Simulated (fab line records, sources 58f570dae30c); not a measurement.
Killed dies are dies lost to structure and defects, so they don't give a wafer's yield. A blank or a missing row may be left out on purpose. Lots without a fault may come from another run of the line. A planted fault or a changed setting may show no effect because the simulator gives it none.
Which tool did it? | flow berkeley_cmos170 | 15 lots, 45 wafers sampled, at 7 steps of a route of 331

WHAT THE GAUGES READ, wafer by wafer
UCB170_SACOX_THK_MEAS_02.
lot  | measured     | on            | SACOX_OXIDE_THK (nm)
L318 | day 6 20:29  | film_metro-03 | 14.68 14.68 14.50
L319 | day 7 07:22  | film_metro-03 | 14.42 14.61 14.89
L320 | day 7 07:22  | film_metro-04 | 14.32 14.56 14.57
L321 | day 7 15:44  | film_metro-02 | 14.51 14.71 14.53
L322 | day 8 05:26  | film_metro-02 | 14.54 14.61 14.64
L324 | day 8 05:26  | film_metro-04 | 14.75 14.48 14.89
L323 | day 8 05:27  | film_metro-03 | 14.64 14.43 14.58
L325 | day 8 05:31  | film_metro-03 | 14.80 14.85 14.96
L326 | day 8 19:02  | film_metro-03 | 15.42 15.43 15.36
L332 | day 9 07:44  | film_metro-04 | 14.90 14.60 14.86
L330 | day 9 07:47  | film_metro-02 | 15.35 15.14 15.29
L338 | day 10 07:42 | film_metro-03 | 14.23 14.06 14.26
L339 | day 10 16:25 | film_metro-02 | 14.51 14.51 14.22
L340 | day 11 04:07 | film_metro-02 | 15.06 14.94 14.77
L341 | day 11 04:07 | film_metro-04 | 14.84 14.57 14.85

UCB170_PSD_CD_MEAS_06: target cd 1200 nm.
lot  | measured     | on        | cd_nm (nm)
L318 | day 8 16:51  | cd_sem-02 | 1199.0 1199.5 1200.7
L319 | day 9 00:32  | cd_sem-01 | 1201.9 1201.6 1201.9
L320 | day 9 00:49  | cd_sem-02 | 1200.4 1199.2 1199.7
L321 | day 9 15:43  | cd_sem-02 | 1200.0 1199.2 1199.4
L322 | day 10 11:32 | cd_sem-02 | 1197.4 1199.6 1196.8
L324 | day 10 10:50 | cd_sem-02 | 1199.5 1199.1 1199.8
L323 | day 10 11:13 | cd_sem-02 | 1201.8 1201.0 1202.7
L325 | day 10 11:27 | cd_sem-02 | 1196.9 1195.7 1197.0
L326 | day 11 00:46 | cd_sem-01 | 1201.1 1200.9 1201.8
L332 | day 11 11:58 | cd_sem-01 | 1199.3 1200.4 1201.6
L330 | day 11 11:57 | cd_sem-02 | 1201.3 1200.4 1199.2
L338 | day 12 03:23 | cd_sem-02 | 1200.2 1198.3 1199.9
L339 | day 12 17:56 | cd_sem-02 | 1197.8 1197.4 1197.3
L340 | day 13 03:07 | cd_sem-01 | 1200.5 1200.5 1200.8
L341 | day 13 03:26 | cd_sem-01 | 1200.2 1200.5 1199.3

UCB170_NSD_TW_MEAS_10.
lot  | measured     | on            | NSD_TW
L318 | day 8 18:55  | film_metro-04 | 4155 4175 4176
L319 | day 9 03:23  | film_metro-01 | 4224 4207 4211
L320 | day 9 03:41  | film_metro-01 | 4201 4199 4205
L321 | day 9 17:50  | film_metro-03 | 4164 4179 4198
L322 | day 10 14:13 | film_metro-04 | 4158 4139 4128
L324 | day 10 13:22 | film_metro-03 | 4441 4415 4419
L323 | day 10 13:21 | film_metro-01 | 4227 4204 4202
L325 | day 10 13:55 | film_metro-04 | 4160 4134 4174
L326 | day 11 03:57 | film_metro-04 | 4183 4176 4151
L332 | day 11 16:43 | film_metro-04 | 4382 4365 4382
L330 | day 11 16:55 | film_metro-01 | 4435 4439 4419
L338 | day 12 05:44 | film_metro-04 | 4178 4192 4188
L339 | day 12 21:27 | film_metro-01 | 4166 4179 4163
L340 | day 13 07:11 | film_metro-04 | 4194 4183 4176
L341 | day 13 07:52 | film_metro-01 | 4203 4209 4224

UCB170_SDANNEAL_RS_MEAS_03: measures by four-point-probe.
lot  | measured     | on            | NSD_RS (ohm/sq)
L318 | day 8 20:09  | film_metro-03 | 37.20 37.24 37.25
L319 | day 9 04:41  | film_metro-03 | 37.39 37.27 37.33
L320 | day 9 05:08  | film_metro-01 | 37.32 37.30 37.38
L321 | day 9 19:05  | film_metro-04 | 37.30 37.39 37.32
L322 | day 10 15:43 | film_metro-03 | 37.40 37.36 37.29
L324 | day 10 14:46 | film_metro-03 | 30.18 30.25 30.23
L323 | day 10 14:49 | film_metro-01 | 37.15 37.15 37.18
L325 | day 10 15:16 | film_metro-04 | 37.35 37.54 37.31
L326 | day 11 05:14 | film_metro-01 | 37.21 37.13 37.27
L332 | day 11 18:13 | film_metro-01 | 30.24 30.28 30.23
L330 | day 11 18:12 | film_metro-04 | 30.28 30.34 30.27
L338 | day 12 07:32 | film_metro-04 | 37.38 37.26 37.41
L339 | day 12 23:37 | film_metro-04 | 37.35 37.55 37.28
L340 | day 13 09:22 | film_metro-03 | 37.23 37.28 37.24
L341 | day 13 12:38 | film_metro-01 | 37.18 37.28 37.33

UCB170_SDANNEAL_RS_MEAS_05: measures by four-point-probe.
lot  | measured     | on            | NLDD_RS (ohm/sq)
L318 | day 8 20:23  | film_metro-03 | 614.3 616.9 614.7
L319 | day 9 04:56  | film_metro-03 | 615.7 615.5 614.2
L320 | day 9 05:23  | film_metro-01 | 615.4 615.5 617.0
L321 | day 9 19:19  | film_metro-04 | 617.0 615.8 617.4
L322 | day 10 15:58 | film_metro-03 | 616.9 614.3 616.9
L324 | day 10 15:00 | film_metro-03 | 617.9 616.8 615.5
L323 | day 10 15:03 | film_metro-01 | 615.7 615.9 615.6
L325 | day 10 15:30 | film_metro-04 | 617.9 616.2 617.1
L326 | day 11 05:28 | film_metro-01 | 616.5 616.4 615.0
L332 | day 11 18:28 | film_metro-01 | 616.5 617.0 618.5
L330 | day 11 18:26 | film_metro-04 | 616.1 615.1 618.2
L338 | day 12 07:47 | film_metro-04 | 617.3 617.1 618.3
L339 | day 12 23:51 | film_metro-04 | 616.5 616.7 617.7
L340 | day 13 09:37 | film_metro-03 | 617.4 614.5 615.1
L341 | day 13 12:52 | film_metro-01 | 615.8 617.1 616.2

WHICH TOOL RAN EACH LOT (tool, then ch and the chambers of the sampled wafers, then the start)
lot  | UCB170_NSD_IMPLANT_08           | UCB170_NSD_STRIP_09
L318 | implanter-01 ch 0, day 8 18:40  | plasma_asher-01 ch 0,1, day 8 18:49
L319 | implanter-01 ch 0, day 9 03:08  | plasma_asher-02 ch 0,1, day 9 03:17
L320 | implanter-03 ch 0, day 9 03:26  | plasma_asher-04 ch 0,1, day 9 03:35
L321 | implanter-04 ch 0, day 9 17:36  | plasma_asher-01 ch 0,1, day 9 17:44
L322 | implanter-01 ch 0, day 10 13:58 | plasma_asher-01 ch 0,1, day 10 14:07
L324 | implanter-01 ch 0, day 10 12:48 | plasma_asher-02 ch 0,1, day 10 13:16
L323 | implanter-04 ch 0, day 10 13:08 | plasma_asher-04 ch 0,1, day 10 13:16
L325 | implanter-01 ch 0, day 10 13:42 | plasma_asher-02 ch 0,1, day 10 13:50
L326 | implanter-03 ch 0, day 11 03:43 | plasma_asher-04 ch 0,1, day 11 03:50
L332 | implanter-04 ch 0, day 11 16:10 | plasma_asher-01 ch 0,1, day 11 16:37
L330 | implanter-01 ch 0, day 11 16:22 | plasma_asher-01 ch 0, day 11 16:49
L338 | implanter-03 ch 0, day 12 05:30 | plasma_asher-02 ch 0,1, day 12 05:38
L339 | implanter-01 ch 0, day 12 21:12 | plasma_asher-04 ch 0,1, day 12 21:21
L340 | implanter-03 ch 0, day 13 06:56 | plasma_asher-04 ch 0,1, day 13 07:05
L341 | implanter-01 ch 0, day 13 07:37 | plasma_asher-01 ch 0,1, day 13 07:46
- UCB170_NSD_IMPLANT_08
- UCB170_NSD_STRIP_09: strips in O2.

WHAT THE TOOLS THEMSELVES READ (means of the sampled wafers that have a number; where no wafer has one, the mark that the record gives instead)
UCB170_NSD_STRIP_09.
lot  | tool            | drypump_motor_current_A (A) | oes_product_au (a.u.) | strip_time_to_endpoint_s (s)
L318 | plasma_asher-01 | 6.1                         | 0.534                 | 35.76
L319 | plasma_asher-02 | 5.7                         | 0.536                 | 35.80
L320 | plasma_asher-04 | 6.2                         | 0.536                 | 35.78
L321 | plasma_asher-01 | 6.2                         | 0.539                 | 35.95
L322 | plasma_asher-01 | 6.1                         | 0.539                 | 35.75
L324 | plasma_asher-02 | 5.7                         | 0.482                 | 42.76
L323 | plasma_asher-04 | 5.7                         | 0.535                 | 35.84
L325 | plasma_asher-02 | 6.2                         | 0.536                 | 35.78
L326 | plasma_asher-04 | 5.8                         | 0.534                 | 35.84
L332 | plasma_asher-01 | 6.2                         | 0.484                 | 42.87
L330 | plasma_asher-01 | 6.0                         | 0.480                 | 42.89
L338 | plasma_asher-02 | 6.2                         | 0.531                 | 35.85
L339 | plasma_asher-04 | 6.2                         | 0.539                 | 35.88
L340 | plasma_asher-04 | 6.2                         | 0.530                 | 35.72
L341 | plasma_asher-01 | 6.1                         | 0.536                 | 35.75

THE ANSWER, worked out from the rows above alone
Rule: what is usual is taken from the lots themselves. Put in order of their means at a reading, lots are off if they are a third of the lots or fewer, leave a main group of 4 or more, and stand apart from it by a gap of 3 or more times the standard deviation of the main group's means; of several such gaps the widest counts. A main group whose means are all the same, to the digits that the tables above print for the reading, isn't used. A lot without any number at a reading at which 4 lots or more have one is off too. The other lots that the step has rows for count as sound. The gauges are gone through in route order, then the tools' own readings, and for those a lot's mean is taken as printed above. The first step at which some lot is off is used, and at that step the reading that is off furthest; a lot without a number counts as furthest.
Off: L324, L332, L330, at UCB170_NSD_TW_MEAS_10 (NSD_TW). The main group: mean 4183, standard deviation 22.
A tool fits if, at a process step before that reading, it ran every lot that is off, and no sound lot after the first of them. The gauges at UCB170_NSD_TW_MEAS_10 aren't tried: what is off there is off at UCB170_NSD_STRIP_09 too, on other tools, and a gauge's error can't cause that. None of those tried fits.

WHAT THE SIMULATOR HAD PUT IN
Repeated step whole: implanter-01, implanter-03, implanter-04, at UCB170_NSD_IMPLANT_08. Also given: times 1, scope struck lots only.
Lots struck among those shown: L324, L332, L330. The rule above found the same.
